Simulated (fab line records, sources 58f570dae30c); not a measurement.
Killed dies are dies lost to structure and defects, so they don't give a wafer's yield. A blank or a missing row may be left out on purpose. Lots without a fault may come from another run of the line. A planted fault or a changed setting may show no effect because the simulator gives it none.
Which tool did it? | flow berkeley_cmos170 | 24 lots, 72 wafers sampled, at 5 steps of a route of 331

WHAT THE GAUGES READ, wafer by wafer
UCB170_NWELL_THK_MEAS_02.
lot  | measured    | on            | NWELL_OXIDE_THK (nm)
L074 | day 2 00:57 | film_metro-04 | 26.5 26.0 26.4
L075 | day 2 08:13 | film_metro-02 | 27.2 27.4 27.5
L076 | day 2 08:14 | film_metro-01 | 27.5 26.9 27.4
L077 | day 2 14:38 | film_metro-02 | 27.1 26.9 26.9
L078 | day 2 22:11 | film_metro-02 | 26.9 26.7 26.9
L079 | day 2 22:11 | film_metro-01 | 26.6 26.3 26.5
L080 | day 3 11:00 | film_metro-02 | 27.0 27.4 27.3
L081 | day 3 17:07 | film_metro-04 | 27.0 27.1 27.2
L082 | day 3 17:07 | film_metro-02 | 26.5 26.5 26.8
L083 | day 4 01:16 | film_metro-04 | 26.5 26.9 27.0
L084 | day 4 01:16 | film_metro-02 | 26.1 26.4 26.2
L085 | day 4 08:37 | film_metro-04 | 26.2 26.3 26.1
L086 | day 4 08:38 | film_metro-01 | 26.9 27.1 26.9
L087 | day 4 18:35 | film_metro-01 | 26.1 26.2 25.4
L088 | day 4 21:32 | film_metro-04 | 26.3 26.2 25.8
L089 | day 5 01:07 | film_metro-04 | 25.7 25.5 25.1
L090 | day 5 04:00 | film_metro-04 | 25.9 26.2 26.0
L091 | day 5 11:28 | film_metro-04 | 25.7 25.7 26.1
L092 | day 5 16:54 | film_metro-04 | 26.2 26.0 26.0
L093 | day 5 19:45 | film_metro-04 | 25.8 26.1 26.5
L094 | day 6 05:08 | film_metro-04 | 26.4 26.6 26.2
L095 | day 6 10:12 | film_metro-04 | 26.1 25.9 25.9
L096 | day 6 15:49 | film_metro-04 | 25.9 25.8 25.7
L097 | day 6 22:44 | film_metro-01 | 26.0 26.6 26.1

UCB170_NWELL_OVL_MEAS_12.
lot  | measured    | on         | NWELL_OVL (nm)
L074 | day 2 07:53 | overlay-01 | -4 -8 -4
L075 | day 2 15:39 | overlay-02 | -4 -4 -7
L076 | day 2 15:25 | overlay-01 | 5 7 14
L077 | day 2 21:32 | overlay-02 | -5 -5 6
L078 | day 3 06:03 | overlay-02 | 2 -4 1
L079 | day 3 06:43 | overlay-02 | 4 1 0
L080 | day 3 18:43 | overlay-01 | -1 -3 -6
L081 | day 4 00:12 | overlay-01 | -1 1 7
L082 | day 4 00:26 | overlay-01 | 1 5 10
L083 | day 4 10:20 | overlay-01 | 7 4 8
L084 | day 4 10:35 | overlay-01 | 5 4 0
L085 | day 4 16:59 | overlay-01 | -9 -5 -8
L086 | day 4 17:07 | overlay-02 | 16 13 12
L087 | day 5 00:01 | overlay-02 | 0 0 2
L088 | day 5 05:17 | overlay-02 | -1 5 7
L089 | day 5 06:19 | overlay-01 | 4 -1 7
L090 | day 5 08:46 | overlay-02 | -5 0 -5
L091 | day 5 18:23 | overlay-01 | 16 10 12
L092 | day 6 00:43 | overlay-02 | 2 -1 -1
L093 | day 6 03:44 | overlay-01 | -6 -6 3
L094 | day 6 12:40 | overlay-02 | 8 3 4
L095 | day 6 17:35 | overlay-01 | -3 -7 -8
L096 | day 7 01:37 | overlay-01 | -4 3 0
L097 | day 7 07:49 | overlay-01 | 6 0 6

UCB170_ACTIVE_THK_MEAS_03.
lot  | measured    | on            | ACTIVE_OXIDE_THK (nm)
L074 | day 3 23:34 | film_metro-02 | 26.7 26.6 26.5
L075 | day 4 09:58 | film_metro-03 | 26.5 26.7 26.5
L076 | day 4 09:59 | film_metro-02 | 27.0 27.3 27.2
L077 | day 4 09:58 | film_metro-01 | 26.6 27.2 27.1
L078 | day 4 19:56 | film_metro-02 | 26.3 26.3 26.0
L079 | day 4 19:56 | film_metro-01 | 26.3 25.9 26.3
L080 | day 5 06:40 | film_metro-01 | 26.5 26.4 27.0
L081 | day 5 16:57 | film_metro-03 | 26.7 26.0 26.3
L082 | day 5 17:01 | film_metro-02 | 26.4 26.5 26.2
L083 | day 5 23:38 | film_metro-03 | 26.9 26.9 26.8
L084 | day 5 23:39 | film_metro-01 | 26.1 26.5 27.0
L085 | day 6 00:59 | film_metro-01 | 26.5 26.7 27.0
L086 | day 6 00:59 | film_metro-03 | 27.4 27.2 26.8
L087 | day 6 11:04 | film_metro-01 | 26.2 26.2 26.7
L088 | day 7 06:07 | film_metro-03 | 26.7 26.3 26.0
L089 | day 7 06:07 | film_metro-01 | 26.3 26.4 26.8
L090 | day 7 01:36 | film_metro-01 | 26.7 26.9 27.1
L091 | day 7 11:38 | film_metro-03 | 26.0 25.7 25.8
L092 | day 7 19:12 | film_metro-01 | 27.2 26.6 26.6
L093 | day 7 22:19 | film_metro-03 | 26.7 26.7 26.9
L094 | day 8 06:58 | film_metro-01 | 26.5 26.3 26.5
L095 | day 8 06:58 | film_metro-03 | 25.5 25.4 25.8
L096 | day 8 19:22 | film_metro-02 | 26.9 27.3 26.9
L097 | day 8 23:01 | film_metro-03 | 27.2 27.0 27.0

UCB170_ACTIVE_THK_MEAS_06.
lot  | measured    | on            | ACTIVE_NITRIDE_THK (nm)
L074 | day 4 06:04 | film_metro-01 | 220.6 221.7 220.8
L075 | day 4 16:49 | film_metro-02 | 217.0 216.6 216.1
L076 | day 4 16:50 | film_metro-03 | 221.6 220.4 221.1
L077 | day 4 16:53 | film_metro-03 | 217.7 219.9 217.6
L078 | day 5 01:02 | film_metro-02 | 222.7 222.4 221.2
L079 | day 5 01:02 | film_metro-03 | 221.2 221.9 221.6
L080 | day 5 10:31 | film_metro-02 | 221.0 223.7 222.8
L081 | day 5 22:57 | film_metro-03 | 219.3 222.0 220.3
L082 | day 5 22:58 | film_metro-01 | 219.9 221.4 220.1
L083 | day 6 04:45 | film_metro-01 | 223.5 223.0 222.8
L084 | day 6 04:46 | film_metro-03 | 220.6 219.3 220.1
L085 | day 6 04:49 | film_metro-03 | 221.3 222.4 221.7
L086 | day 6 04:46 | film_metro-02 | 220.4 220.2 218.9
L087 | day 6 18:57 | film_metro-03 | 219.8 220.9 220.0
L088 | day 7 13:08 | film_metro-01 | 221.4 221.7 220.3
L089 | day 7 13:08 | film_metro-03 | 219.9 220.4 221.4
L090 | day 7 08:33 | film_metro-03 | 221.8 222.9 221.0
L091 | day 7 17:14 | film_metro-03 | 222.4 222.2 222.7
L092 | day 8 01:32 | film_metro-03 | 222.4 221.3 222.4
L093 | day 8 05:37 | film_metro-03 | 220.6 220.0 220.3
L094 | day 8 12:59 | film_metro-03 | 219.6 221.1 220.9
L095 | day 8 13:03 | film_metro-03 | 223.2 222.9 222.3
L096 | day 9 05:54 | film_metro-01 | 219.6 220.1 219.5
L097 | day 9 05:53 | film_metro-03 | 219.2 219.3 219.8

UCB170_ACTIVE_OVL_MEAS_14.
lot  | measured    | on         | ACTIVE_OVL (nm)
L074 | day 4 07:09 | overlay-01 | -1 -2 -12
L075 | day 4 18:11 | overlay-02 | 9 9 11
L076 | day 4 17:58 | overlay-01 | -1 -1 1
L077 | day 4 18:27 | overlay-01 | -1 1 2
L078 | day 5 02:23 | overlay-02 | 4 8 15
L079 | day 5 06:19 | overlay-02 | 0 2 -9
L080 | day 5 11:32 | overlay-02 | 5 8 2
L081 | day 6 01:00 | overlay-01 | 9 7 11
L082 | day 6 01:01 | overlay-02 | 6 -1 0
L083 | day 6 06:30 | overlay-02 | 0 4 4
L084 | day 6 05:47 | overlay-02 | -5 -1 2
L085 | day 6 06:33 | overlay-01 | 7 6 14
L086 | day 6 05:54 | overlay-01 | -7 -1 3
L087 | day 6 20:06 | overlay-02 | -1 5 1
L088 | day 7 14:12 | overlay-02 | 5 13 9
L089 | day 7 14:22 | overlay-02 | 1 2 8
L090 | day 7 09:45 | overlay-02 | 3 1 10
L091 | day 7 18:35 | overlay-02 | -19 -5 -7
L092 | day 8 02:41 | overlay-02 | 9 6 6
L093 | day 8 06:38 | overlay-02 | 2 -9 -5
L094 | day 8 14:08 | overlay-01 | 8 4 -2
L095 | day 8 14:22 | overlay-02 | -1 6 4
L096 | day 9 07:42 | overlay-02 | 6 5 9
L097 | day 9 07:39 | overlay-02 | -1 4 -5

WHICH TOOL RAN EACH LOT (tool, then ch and the chambers of the sampled wafers, then the start)
The record holds no process step before these readings.

WHAT THE TOOLS THEMSELVES READ (means of the sampled wafers that have a number; where no wafer has one, the mark that the record gives instead)
The record holds no such reading with a usual standard deviation.

THE ANSWER, worked out from the rows above alone
Rule: what is usual is taken from the lots themselves. Put in order of their means at a reading, lots are off if they are a third of the lots or fewer, leave a main group of 4 or more, and stand apart from it by a gap of 3 or more times the standard deviation of the main group's means; of several such gaps the widest counts. A main group whose means are all the same, to the digits that the tables above print for the reading, isn't used. A lot without any number at a reading at which 4 lots or more have one is off too. The other lots that the step has rows for count as sound. The gauges are gone through in route order, then the tools' own readings, and for those a lot's mean is taken as printed above. The first step at which some lot is off is used, and at that step the reading that is off furthest; a lot without a number counts as furthest.
No lot is off at any reading shown: from this, nothing can be told.

WHAT THE SIMULATOR HAD PUT IN
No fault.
